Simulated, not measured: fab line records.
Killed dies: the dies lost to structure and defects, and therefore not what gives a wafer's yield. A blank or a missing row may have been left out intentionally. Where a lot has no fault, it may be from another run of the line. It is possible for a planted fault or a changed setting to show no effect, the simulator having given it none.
Struck lot and sound lot, side by side    flow ritCmos    15 out of 202 route steps
Sound: these wafers, L734.1, L734.2, L734.3. Wafers L743.2, L743.5, L743.6 were the ones struck. Last of all comes the cause.
Each step with rows lists, per side, the tool, then ch with its chambers, then its first start. Under that, the readings that differ: sound wafers    struck wafers    difference of the means    sigmas: that difference in standard deviations of wafers without a fault.
alike: a reading whose means differ by less than 2 such deviations, as well as words and numbers matching on both sides. not compared: withheld readings; readings where some wafer has no value; bounds like >300 that might hide an equal value; numbers whose values overlap and for which the record gives no deviation.
The two part at a step that has a row with sigmas, a row that says differs or no value, or rows on one side only. When numbers do not overlap yet have no deviation, they are printed without sigmas and do not part them. Lack of a reading on every wafer of one side parts them only where that side has two or more wafers.

RIT_GATE_THK_MEAS_07:
  struck on filmMetro-02, day 6 01:56; sound on filmMetro-03, day 3 21:02
  alike: GATE_OXIDE_THK
then, 1 step without rows for these wafers: RIT_GATE_CVD_08 (deposits poly-Si from SiH4, target thk 250 nm, time 2220 s).
RIT_GATE_THK_MEAS_09:
  struck on filmMetro-02, day 6 03:37; sound on filmMetro-01, day 3 22:43
  alike: GATE_POLY_THK
then, 6 steps without rows for these wafers: RIT_GATE_HMDS_10 (prime time 60 s); RIT_GATE_COAT_11 (resist thk 850 nm); RIT_GATE_SOFTBAKE_12 (time 60 s); RIT_GATE_EXPOSE_13 (exposes mask M6, target cd 150 nm); RIT_GATE_PEB_14; RIT_GATE_DEVELOP_15 (develop time 50 s).
RIT_GATE_CD_MEAS_16: target cd 150 nm.
  struck on cdSem-01, day 6 04:43; sound on cdSem-01, day 3 23:44
  alike: cdNm
RIT_GATE_OVL_MEAS_17:
  struck on overlay-02, day 6 04:49; sound on overlay-02, day 3 23:52
  alike: GATE_OVL
then, 1 step without rows for these wafers: RIT_GATE_HARDBAKE_18 (time 60 s).
RIT_GATE_ETCH_19: etches poly-Si in SF6/CHF3/O2, stops on SiO2, time 165 s, target depth 312.5 nm.
  sound on rieSi-01 ch 0,1,3, day 4 00:03; struck on rieSi-02 ch 0,2,3, day 6 05:06
reading                                   sound              struck             difference  sigmas
model.NOVOLAK_of_GATE_COAT_11.thkNm (nm)  667.9 669.1 669.2  681.6 680.1 683.1  +12.9       
  alike: O2_flow_sccm, drypumpMotorCurrentA, oesProductAu, throttleValvePct
  not compared: rfHoursCounterH
RIT_GATE_STRIP_20: strips in O2, time 180 s.
  sound on plasmaAsher-01 ch 0,1, day 4 00:09; struck on plasmaAsher-01 ch 0,1, day 6 05:13
  alike: drypumpMotorCurrentA
  not compared: rfHoursCounterH
RIT_M1_PROBE_99:
  struck on prober-01, day 7 05:01; sound on prober-02, day 4 21:48
reading                                     sound                struck              difference  sigmas
model.etest.polyCombOverSteps.leakLog10AUm  -12.8 -12.83 -12.69  -7.324 -6.6 -4.359  +6.679      
  alike: killedAtFrontEnd, killedDies, killedOpen, killedShort

WHERE THEY PART
Nowhere in this record.

WHY: the cause the simulator had injected
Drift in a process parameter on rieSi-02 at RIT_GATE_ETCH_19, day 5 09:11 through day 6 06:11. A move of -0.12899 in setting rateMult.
